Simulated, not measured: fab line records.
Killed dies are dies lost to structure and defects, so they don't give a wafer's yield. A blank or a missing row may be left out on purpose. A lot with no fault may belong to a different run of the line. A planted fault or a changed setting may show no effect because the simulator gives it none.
A lot that was struck, set against a sound lot + flow ritCmos + 44 out of 202 route steps
Sound: wafers L798.4, L798.5, L798.6. Wafers L816.1, L816.4, L816.6 were the ones struck. The cause is named last.
Order at every step that has rows: each side's tool, ch and its chambers, its first start. Under that, the readings that differ: sound wafers + struck wafers + difference of the means + sigmas: that difference in standard deviations of wafers without a fault.
alike: same words and numbers on both sides, and readings whose means sit less than 2 such deviations apart. not compared: any withheld reading, any reading some wafer has no value for, any bound like >300 that may hide the same value, and any number with overlapping values for which the record gives no deviation.
A row with sigmas, a row that says differs or no value, or rows on one side alone: a step with any of these is where the two part. Non-overlapping numbers with no deviation appear without sigmas and do not part them. Lack of a reading on every wafer of one side parts them only where that side has two or more wafers.

first, 2 steps without rows for these wafers: RIT_NLDD_HARDBAKE_07 (time 60 s); RIT_NLDD_IMPLANT_08.
RIT_NLDD_STRIP_09: strips in O2, time 180 s.
  sound on plasmaAsher-01 ch 0,1, day 3 09:01; struck on plasmaAsher-02 ch 0,1, day 7 03:19
  alike: drypumpMotorCurrentA
  not compared: rfHoursCounterH
RIT_NLDD_TW_MEAS_10:
  struck on filmMetro-03, day 7 03:30; sound on filmMetro-02, day 3 09:10
  alike: NLDD_TW
then, 6 steps without rows for these wafers: RIT_PLDD_HMDS_00 (prime time 60 s); RIT_PLDD_COAT_01 (resist thk 1000 nm); RIT_PLDD_SOFTBAKE_02 (time 60 s); RIT_PLDD_EXPOSE_03 (exposes mask M8, target cd 40900 nm); RIT_PLDD_PEB_04; RIT_PLDD_DEVELOP_05 (develop time 50 s).
RIT_PLDD_OVL_MEAS_06:
  struck on overlay-02, day 7 04:36; sound on overlay-02, day 3 10:17
  alike: PLDD_OVL
then, 1 step without rows for these wafers: RIT_PLDD_HARDBAKE_07 (time 60 s).
RIT_PLDD_IMPLANT_08:
  sound on implanter-03 ch 0, day 3 10:37; struck on implanter-03 ch 0, day 7 05:02
| reading                  | sound                | struck               | difference | sigmas      |
|--------------------------|----------------------|----------------------|------------|-------------|
| beamEnergyKeV            | 19.995 20.010 20.001 | 14.005 13.996 13.998 | -6.002     | -99 or more |
| model.implant.rpNm (nm)  | 17.78 17.78 17.78    | 12.91 12.91 12.91    | -4.87      |             |
| model.implant.drpNm (nm) | 9.752 9.752 9.752    | 7.585 7.585 7.585    | -2.167     |             |
RIT_PLDD_STRIP_09: strips in O2, time 180 s.
  sound on plasmaAsher-03 ch 0,1, day 3 10:45; struck on plasmaAsher-04 ch 0,1, day 7 05:11
  alike: drypumpMotorCurrentA
  not compared: rfHoursCounterH
RIT_PLDD_TW_MEAS_10:
  struck on filmMetro-03, day 7 05:22; sound on filmMetro-04, day 3 10:53
| reading | sound          | struck         | difference | sigmas |
|---------|----------------|----------------|------------|--------|
| PLDD_TW | 2329 2333 2319 | 2152 2156 2156 | -172       | -11    |
then, 4 steps without rows for these wafers: RIT_SPACER_CLEAN_00 (cleans in SC1, time 600 s); RIT_SPACER_CLEAN_01 (cleans in dHF, time 30 s); RIT_SPACER_CLEAN_02 (cleans in SC2, time 600 s); RIT_SPACER_CVD_03 (deposits Si3N4 from SiH2Cl2/NH3, target thk 250 nm, time 3300 s).
RIT_SPACER_THK_MEAS_04:
  struck on filmMetro-01, day 7 07:42; sound on filmMetro-02, day 3 13:29
  alike: SPACER_NITRIDE_THK
RIT_SPACER_ETCHBACK_05: etches Si3N4 in SF6/CHF3, stops on SiO2, target depth 250 nm, time 240 s.
  sound on rieDiel-04 ch 0,1, day 3 13:31; struck on rieDiel-03 ch 1,2, day 7 07:46
| reading               | sound             | struck            | difference | sigmas |
|-----------------------|-------------------|-------------------|------------|--------|
| CHF3_flow_sccm (sccm) | 29.95 29.87 29.91 | 30.02 30.11 30.30 | +0.23      | +3     |
  alike: drypumpMotorCurrentA, oesProductAu, throttleValvePct
  not compared: rfHoursCounterH
then, 6 steps without rows for these wafers: RIT_NSD_HMDS_00 (prime time 60 s); RIT_NSD_COAT_01 (resist thk 1000 nm); RIT_NSD_SOFTBAKE_02 (time 60 s); RIT_NSD_EXPOSE_03 (exposes mask M9, target cd 40700 nm); RIT_NSD_PEB_04; RIT_NSD_DEVELOP_05 (develop time 50 s).
RIT_NSD_OVL_MEAS_06:
  struck on overlay-02, day 7 08:58; sound on overlay-02, day 3 14:39
  alike: NSD_OVL
then, 2 steps without rows for these wafers: RIT_NSD_HARDBAKE_07 (time 60 s); RIT_NSD_IMPLANT_08.
RIT_NSD_STRIP_09: strips in O2, time 180 s.
  sound on plasmaAsher-03 ch 0,1, day 3 15:02; struck on plasmaAsher-01 ch 1, day 7 09:19
| reading                  | sound       | struck      | difference | sigmas |
|--------------------------|-------------|-------------|------------|--------|
| drypumpMotorCurrentA (A) | 5.9 5.9 5.7 | 4.9 4.9 4.9 | -0.9       | -2     |
  not compared: rfHoursCounterH
RIT_NSD_TW_MEAS_10:
  struck on filmMetro-04, day 7 09:29; sound on filmMetro-04, day 3 15:11
  alike: NSD_TW
then, 6 steps without rows for these wafers: RIT_PSD_HMDS_00 (prime time 60 s); RIT_PSD_COAT_01 (resist thk 1000 nm); RIT_PSD_SOFTBAKE_02 (time 60 s); RIT_PSD_EXPOSE_03 (exposes mask M10, target cd 40900 nm); RIT_PSD_PEB_04; RIT_PSD_DEVELOP_05 (develop time 50 s).
RIT_PSD_OVL_MEAS_06:
  struck on overlay-01, day 7 10:31; sound on overlay-01, day 3 16:23
  alike: PSD_OVL
then, 2 steps without rows for these wafers: RIT_PSD_HARDBAKE_07 (time 60 s); RIT_PSD_IMPLANT_08.
RIT_PSD_STRIP_09: strips in O2, time 180 s.
  sound on plasmaAsher-02 ch 0,1, day 3 16:46; struck on plasmaAsher-01 ch 0,1, day 7 10:56
  alike: drypumpMotorCurrentA
  not compared: rfHoursCounterH
RIT_SDANNEAL_RS_MEAS_06: a four-point-probe measurement.
  struck on filmMetro-03, day 7 12:01; sound on filmMetro-03, day 3 17:40
| reading          | sound             | struck            | difference | sigmas |
|------------------|-------------------|-------------------|------------|--------|
| PLDD_RS (ohm/sq) | 178.7 178.9 179.2 | 202.5 202.1 202.9 | +23.6      | +50    |
next, for these wafers, 1 step has no rows: RIT_M1_PROBE_99.

## WHERE THEY PART
Last at RIT_SDANNEAL_RS_MEAS_06 as far as this record goes, first at RIT_PLDD_IMPLANT_08.

WHY: whatever the simulator had introduced
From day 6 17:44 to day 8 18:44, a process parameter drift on implanter-03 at RIT_PLDD_IMPLANT_08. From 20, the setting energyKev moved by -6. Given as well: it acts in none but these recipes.
